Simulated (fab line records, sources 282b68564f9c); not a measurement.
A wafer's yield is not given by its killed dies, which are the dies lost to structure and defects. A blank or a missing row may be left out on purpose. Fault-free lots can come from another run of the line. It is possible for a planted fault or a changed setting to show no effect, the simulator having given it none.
fab line records	flow rit-cmos
record lots=14	wafers=42	last-day=7
route steps=202 shown ACTIVE@4 M1@202
lots untouched by any fault: they come from a run of this same line in which no faults occurred
start-h: hours from the record's first day to the start of the lot's first wafer shown	wait-h: hours from the lot's prior step to this one	" the same as in the row above	L1.1+2: a row that stands for several wafers	- no value, or no start given	* or withheld: withheld	< > ~ a bound
route shown NAME@n: a module of which the file shows steps, and the number in the route of the first	usual: average and standard deviation across the fault-free wafers	same: alike in all rows	chamber/n: place in a boat	sites: per-site readings	_std_site: the standard deviation of these	_edge_site: outer sites' mean less inner sites'	radius-mm: how far each site lies from the wafer's centre	mask NAME#n: copy n	behind: the most recent tool/chamber to have shaped the wafer	hold: cause of the lot's hold/its duration in hours/its outcome	device: the transistor (n, p or np) that didn't switch	end of line: at the end of the route, the tests of the same wafers	for a step that has no rows: nothing shown but its recipe	killed: count of dies lost to structure and defects at first sort (not the wafer's yield)	map: a wafer's dies, x killed, . not, _ none there
set.NAME: the setting the step ran with; set.NAME@STEP: the setting that earlier step ran with	model.NAME: the simulator's own value behind a step, which no gauge read
route steps across a sampled set of lots; one table per step, one row per wafer
services: when a tool's chamber went out of use (start-h, in hours from the record's first day, below 0 if earlier), for how many hours, and the reason
## steps
# step RIT_ACTIVE_CVD_03
# recipe material=Si3N4	target-thk-nm=150	temp-c=810	precursor=SiH2Cl2/NH3	time-s=1500	pressure-mtorr=300	sih2cl2-flow-sccm=60	nh3-flow-sccm=150
# usual spike-tc-centre-C=812.7/1.4	spike-tc-load-C=835/3.2	spike-tc-source-C=834.7/2.2	susceptor-temp-C=810.0/0.33
# same time-s=1500
lot.wafer	tool	chamber	start-h	wait-h	spike-tc-centre-C	spike-tc-load-C	spike-tc-source-C	susceptor-temp-C
L191.1	lpcvd-01	0	22.22	0.1	812.1	836	831.2	810.0
L191.2	"	0	"	"	811.9	837	832.7	809.8
L191.4	"	0	"	"	810.3	836	831.9	810.0
L193.1	lpcvd-01	1	32.85	0.1	813.3	832	834.9	810.1
L193.5	"	1	"	"	812.1	833	834.6	809.9
L193.6	"	1	"	"	811.9	833	833.9	809.8
L195.1	lpcvd-01	0	43.49	0.1	811.0	837	831.6	809.5
L195.3	"	0	"	"	810.2	838	831.9	809.8
L195.6	"	0	"	"	811.3	838	831.5	810.0
L196.1	lpcvd-02	1	48.26	1.2	814.4	832	837.6	809.9
L196.5	"	1	"	"	813.3	834	837.1	809.6
L196.6	"	1	"	"	814.7	832	838.6	809.4
L197.2	lpcvd-01	1	52.50	0.4	812.3	832	833.6	810.6
L197.4	"	1	"	"	813.1	833	835.6	810.2
L197.5	"	1	"	"	812.0	832	834.2	809.6
L198.1	lpcvd-01	1	59.00	1.7	813.5	832	834.3	810.2
L198.3	"	1	"	"	812.8	833	832.9	810.5
L198.4	"	1	"	"	813.9	832	832.9	810.8
L199.2	lpcvd-01	1	62.51	0.3	814.3	832	835.4	810.6
L199.3	"	1	"	"	813.4	833	834.0	810.0
L199.4	"	1	"	"	812.8	832	833.5	809.7
L201.3	lpcvd-01	1	73.16	0.0	866.5	886	887.9	862.8
L201.5	"	1	"	"	867.5	887	889.8	863.4
L201.6	"	1	"	"	866.8	887	887.9	863.0
L202.2	lpcvd-01	1	78.88	0.6	866.9	886	888.8	863.2
L202.4	"	1	"	"	865.2	886	888.0	863.0
L202.5	"	1	"	"	866.1	888	889.7	863.1
L203.1	lpcvd-02	1	82.11	0.1	813.8	832	837.3	810.6
L203.5	"	1	"	"	815.1	833	837.6	810.4
L203.6	"	1	"	"	812.9	831	837.5	810.1
L206.3	lpcvd-02	1	97.31	0.2	812.2	832	838.3	810.2
L206.5	"	1	"	"	816.5	834	835.9	810.6
L206.6	"	1	"	"	814.2	834	838.9	810.3
L208.3	lpcvd-02	1	107.21	0.0	813.5	832	836.6	809.7
L208.4	"	1	"	"	815.8	834	836.2	810.2
L208.6	"	1	"	"	814.2	832	838.1	809.8
L209.1	lpcvd-02	1	112.11	0.1	813.5	831	837.1	810.0
L209.4	"	1	"	"	812.9	833	838.3	809.6
L209.6	"	1	"	"	811.6	833	836.8	809.6
L212.4	lpcvd-02	1	127.11	0.0	814.2	835	835.0	810.1
L212.5	"	1	"	"	815.0	833	837.6	809.7
L212.6	"	1	"	"	814.8	832	838.9	809.9
# step RIT_ACTIVE_THK_MEAS_04
# recipe reads=Si3N4_of_ACTIVE_CVD_03
# usual ACTIVE_NITRIDE_THK=149.9/1.5
lot.wafer	tool	chamber	start-h	wait-h	ACTIVE_NITRIDE_THK[nm]
L191.1	film-metro-01	-	23.64	0.0	152.5
L191.2	"	-	"	"	152.7
L191.4	"	-	"	"	151.9
L193.1	film-metro-01	-	34.27	0.0	150.1
L193.5	"	-	"	"	152.0
L193.6	"	-	"	"	150.7
L195.1	film-metro-03	-	44.91	0.0	149.2
L195.3	"	-	"	"	149.6
L195.6	"	-	"	"	148.2
L196.1	film-metro-01	-	50.38	0.0	147.9
L196.5	"	-	"	"	147.8
L196.6	"	-	"	"	149.0
L197.2	film-metro-03	-	53.93	0.0	148.7
L197.4	"	-	"	"	149.9
L197.5	"	-	"	"	149.1
L198.1	film-metro-03	-	60.42	0.0	148.5
L198.3	"	-	"	"	149.1
L198.4	"	-	"	"	147.4
L199.2	film-metro-03	-	63.94	0.0	149.6
L199.3	"	-	"	"	150.6
L199.4	"	-	"	"	150.0
L201.3	film-metro-04	-	74.60	0.0	253.4
L201.5	"	-	"	"	254.3
L201.6	"	-	"	"	253.4
L202.2	film-metro-04	-	80.30	0.0	251.6
L202.4	"	-	"	"	252.2
L202.5	"	-	"	"	252.1
L203.1	film-metro-03	-	84.24	0.0	147.9
L203.5	"	-	"	"	147.9
L203.6	"	-	"	"	146.9
L206.3	film-metro-04	-	99.45	0.0	147.7
L206.5	"	-	"	"	148.8
L206.6	"	-	"	"	147.8
L208.3	film-metro-03	-	109.36	0.0	149.7
L208.4	"	-	"	"	150.9
L208.6	"	-	"	"	148.5
L209.1	film-metro-03	-	114.24	0.0	148.6
L209.4	"	-	"	"	148.3
L209.6	"	-	"	"	149.4
L212.4	film-metro-03	-	129.27	0.0	150.1
L212.5	"	-	"	"	150.6
L212.6	"	-	"	"	151.7
# step RIT_ACTIVE_ETCH_13
# recipe stop-on=SiO2	chemistry=SF6	target=Si3N4	time-s=210	over-etch-frac=0.4	SF6_flow_sccm=200	pressure-mtorr=260	rf-w=125	target-depth-a=2100
# usual drypump-motor-current-A=5.7/0.3	oes-product-au=0.816/0.012	throttle-valve-pct=7.46/0.15
# same time-s=210
lot.wafer	tool	chamber	start-h	wait-h	drypump-motor-current-A	oes-product-au	rf-hours-counter-h	throttle-valve-pct
L191.1	rie-diel-04	3	24.94	0.1	6.5	0.818	4	7.52
L191.2	"	2	"	"	6.4	0.820	5	7.55
L191.4	"	0	"	"	5.3	0.798	111	7.45
L193.1	rie-diel-03	2	35.63	0.1	5.7	0.825	2	7.45
L193.5	"	0	"	"	6.0	0.814	-	7.50
L193.6	"	3	"	"	6.0	0.827	-	7.31
L195.1	rie-diel-01	3	46.33	0.1	5.6	0.829	31	7.70
L195.3	"	1	"	"	5.5	0.804	46	7.60
L195.6	"	2	"	"	5.6	0.800	-	7.30
L196.1	rie-diel-01	2	51.56	0.1	5.6	0.800	36	7.29
L196.5	"	1	"	"	5.5	0.800	-	7.61
L196.6	"	2	"	"	5.6	0.812	-	7.31
L197.2	rie-diel-03	1	55.23	0.1	5.2	0.811	158	7.32
L197.4	"	2	"	"	5.7	0.822	2	7.47
L197.5	"	2	"	"	5.7	0.810	-	7.47
L198.1	rie-diel-03	2	61.66	0.1	5.6	0.817	2	7.45
L198.3	"	0	"	"	6.0	0.819	16	7.49
L198.4	"	1	"	"	5.2	0.810	158	7.32
L199.2	rie-diel-01	1	65.11	0.1	5.5	0.805	46	7.62
L199.3	"	3	"	"	5.6	0.830	32	7.69
L199.4	"	2	"	"	5.6	0.811	37	7.29
L201.3	rie-diel-01	1	75.88	0.1	5.5	0.998	46	7.62
L201.5	"	1	"	"	5.5	1.010	-	7.63
L201.6	"	2	"	"	5.6	0.958	-	7.31
L202.2	rie-diel-03	0	81.50	0.1	6.0	0.980	17	7.51
L202.4	"	3	"	"	6.0	0.991	3	7.32
L202.5	"	2	"	"	5.7	0.995	-	7.46
L203.1	rie-diel-04	1	85.44	0.1	5.7	0.814	78	7.25
L203.5	"	0	"	"	5.3	0.786	-	7.46
L203.6	"	3	"	"	6.4	0.808	-	7.53
L206.3	rie-diel-04	0	100.80	0.1	5.3	0.782	-	7.44
L206.5	"	3	"	"	6.5	0.810	-	7.52
L206.6	"	0	"	"	5.3	0.789	-	7.45
L208.3	rie-diel-03	3	110.64	0.1	6.0	0.834	4	7.30
L208.4	"	0	"	"	6.0	0.821	-	7.49
L208.6	"	2	"	"	5.6	0.813	-	7.47
L209.1	rie-diel-03	3	115.54	0.1	6.0	0.824	4	7.31
L209.4	"	3	"	"	6.0	0.831	-	7.31
L209.6	"	2	"	"	5.7	0.823	-	7.46
L212.4	rie-diel-03	0	130.42	0.1	6.0	0.819	17	7.48
L212.5	"	1	"	"	5.2	0.806	-	7.33
L212.6	"	0	"	"	6.0	0.817	-	7.50
# step RIT_M1_PROBE_99
# usual killed_at_M0_to_M3=0.0/0.14	killed-at-contacts=0.1/0.34	killed-at-front-end=6.6/2.7	killed-dies=6.7/2.7	killed-on-rim=1.8/1.3	killed-open=3.5/1.9	killed-short=3.1/1.8
# same gross-dies=264	killed_at_M4_up=0	killed-at-back-side=0	killed-at-other=0
lot.wafer	tool	chamber	start-h	wait-h	killed_at_M0_to_M3	killed-at-contacts	killed-at-front-end	killed-dies	killed-on-rim	killed-open	killed-short
L199.2	prober-01	-	115.00	0.1	0	0	6	6	1	2	4
L199.3	prober-01	-	115.05	0.2	0	0	5	5	2	3	2
L199.4	prober-01	-	115.10	0.2	0	0	6	6	2	5	1
L201.3	prober-01	-	122.73	0.2	0	0	264	264	70	5	5
L201.5	prober-01	-	122.83	0.2	0	1	263	264	70	3	4
L201.6	prober-01	-	122.88	0.2	0	0	264	264	70	3	5
L202.2	prober-02	-	127.69	0.1	0	1	263	264	70	1	3
L202.4	prober-02	-	127.79	0.2	0	0	264	264	70	2	2
L202.5	prober-02	-	127.84	0.2	0	0	264	264	70	4	1
L203.1	prober-02	-	135.74	0.1	0	0	5	5	3	5	0
L203.5	prober-02	-	135.94	0.2	0	0	6	6	0	5	1
L203.6	prober-02	-	135.99	0.2	0	0	5	5	3	1	4
L206.3	prober-02	-	147.97	0.2	0	2	9	11	2	4	7
L206.5	prober-02	-	148.07	0.2	0	0	7	7	0	4	3
L206.6	prober-02	-	148.12	0.2	0	0	8	8	4	2	6
L208.3	prober-02	-	154.12	0.2	0	1	7	8	2	6	2
L208.4	prober-02	-	154.17	0.2	0	0	7	7	3	5	2
L208.6	prober-02	-	154.27	0.2	0	2	8	10	3	6	4
# killed by level:class
L199.2 GATE:geometric-particle:short=2 SPACER:geometric-particle:open=2 REOX:geometric-particle:short=1 SILICIDE:geometric-particle:short=1
L199.3 GATE:geometric-particle:open=2 GATE:geometric-particle:short=1 SPACER:geometric-particle:open=1 REOX:geometric-particle:short=1
L199.4 FOX2:geometric-particle:open=2 GATE:geometric-particle:open=2 REOX:geometric-particle:short=1 REOX:geometric-particle:open=1
L201.3 ACTIVE:area-etch=254 GATE:geometric-particle:open=2 SPACER:geometric-particle:short=2 SPACER:geometric-particle:open=2 FOX1:geometric-particle:short=1 GATE:geometric-particle:short=1 REOX:geometric-particle:open=1 SILICIDE:geometric-particle:short=1
L201.5 ACTIVE:area-etch=257 SPACER:geometric-particle:open=2 FOX1:geometric-particle:open=1 FOX1:geometric-particle:short=1 FOX2:geometric-particle:short=1 SPACER:geometric-particle:short=1 CONTACT:geometric-particle:short=1
L201.6 ACTIVE:area-etch=256 GATE:geometric-particle:short=2 GATE:geometric-particle:open=2 ACTIVE:geometric-particle:open=1 FOX2:geometric-particle:short=1 REOX:geometric-particle:short=1 SPACER:geometric-particle:short=1
L202.2 ACTIVE:area-etch=260 GATE:geometric-particle:short=1 SILICIDE:geometric-particle:short=1 SPACER:geometric-particle:short=1 CONTACT:geometric-particle:open=1
L202.4 ACTIVE:area-etch=260 GATE:geometric-particle:open=2 FOX2:geometric-particle:short=1 SPACER:geometric-particle:short=1
L202.5 ACTIVE:area-etch=259 GATE:geometric-particle:open=3 GATE:geometric-particle:short=1 SILICIDE:geometric-particle:open=1
L203.1 GATE:geometric-particle:open=3 FOX1:geometric-particle:open=1 SILICIDE:geometric-particle:open=1
L203.5 REOX:geometric-particle:open=3 SPACER:geometric-particle:open=1 SILICIDE:geometric-particle:short=1 SILICIDE:geometric-particle:open=1
L203.6 GATE:geometric-particle:short=2 FOX1:geometric-particle:short=1 GATE:geometric-particle:open=1 REOX:geometric-particle:short=1
L206.3 GATE:geometric-particle:open=2 GATE:geometric-particle:short=2 CONTACT:geometric-particle:short=2 FOX1:geometric-particle:open=1 FOX1:geometric-particle:short=1 FOX2:geometric-particle:open=1 REOX:geometric-particle:short=1 SPACER:geometric-particle:short=1
L206.5 GATE:geometric-particle:open=3 FOX2:geometric-particle:short=1 GATE:geometric-particle:short=1 REOX:geometric-particle:short=1 SILICIDE:geometric-particle:open=1
L206.6 GATE:geometric-particle:short=3 GATE:geometric-particle:open=2 REOX:geometric-particle:short=2 FOX2:geometric-particle:short=1
L208.3 GATE:geometric-particle:open=2 FOX2:geometric-particle:short=1 REOX:geometric-particle:open=1 SPACER:geometric-particle:open=1 SPACER:geometric-particle:short=1 SILICIDE:geometric-particle:open=1 CONTACT:geometric-particle:open=1
L208.4 FOX1:geometric-particle:open=2 FOX1:geometric-particle:short=2 SPACER:geometric-particle:open=2 GATE:geometric-particle:open=1
L208.6 GATE:geometric-particle:open=3 GATE:geometric-particle:short=3 FOX1:geometric-particle:open=1 SILICIDE:geometric-particle:open=1 CONTACT:geometric-particle:open=1 CONTACT:geometric-particle:short=1
## services
tool	chamber	start-h	hours	kind
rie-diel-04	0	7.54	9.5	repair
lpcvd-01	-	20.01	0.7	repair
rie-diel-04	0	25.28	4.8	repair
lpcvd-02	-	35.14	2.6	repair
rie-diel-01	0	41.83	-	clean
rie-diel-01	0	41.83	14.3	scheduled-down
rie-diel-01	0	41.83	14.3	vent-cycle
lpcvd-02	-	53.26	6.0	pm
rie-diel-03	0	71.75	2.1	repair
rie-diel-01	0	75.81	3.4	repair
rie-diel-03	-	82.90	2.8	pm
rie-diel-04	2	85.69	40.9	repair
rie-diel-04	1	93.01	11.3	repair
rie-diel-03	1	103.93	-	clean
rie-diel-03	1	103.93	17.7	scheduled-down
rie-diel-03	1	103.93	17.7	vent-cycle
## key
first-sign step=RIT_ACTIVE_CVD_03	reading=susceptor-temp-C	direction=up	sigmas=99+	usual=*	struck=*
effect step=RIT_ACTIVE_CVD_03	reading=spike-tc-centre-C	direction=up	sigmas=39	usual=812.7	struck=866.5
effect step=RIT_ACTIVE_THK_MEAS_04	reading=ACTIVE_NITRIDE_THK	direction=up	sigmas=67	usual=149.9	struck=252.8
effect step=RIT_ACTIVE_ETCH_13	reading=oes-product-au	direction=up	sigmas=15	usual=0.816	struck=0.989
effect step=RIT_M1_PROBE_99	reading=killed-at-front-end	direction=up	sigmas=95	usual=6.6	struck=263.7
more-kills-born-at RIT_ACTIVE_ETCH_13@rie-diel-03=779	RIT_ACTIVE_ETCH_13@rie-diel-01=767
met-at RIT_ACTIVE_CVD_03
struck-lots L201,L202
struck-wafers L201.3,L201.5,L201.6,L202.2,L202.4,L202.5
later-rows-left-out L201.3,L201.5,L201.6,L202.2,L202.4,L202.5
tester-left-out L201,L202
onset-between 62.51 73.16
fault kind=process-parameter-drift	tool=lpcvd-01	chamber=1	onset-h=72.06	steps=RIT_ACTIVE_CVD_03	channel=temp-c	offset=*	shape=step	end-h=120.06	acts-in=*	stated=*
# tester-left-out: of these lots the tester's yield and bins aren't shown, on N5 and GAA mostly nor the transistor test; their killed dies are dies lost to structure and defects alone, not to doping, threshold or leakage, so they don't give the yield
# later-rows-left-out: the simulator's readings of these wafers behind a module that went badly wrong aren't trusted and aren't shown, but for the sort
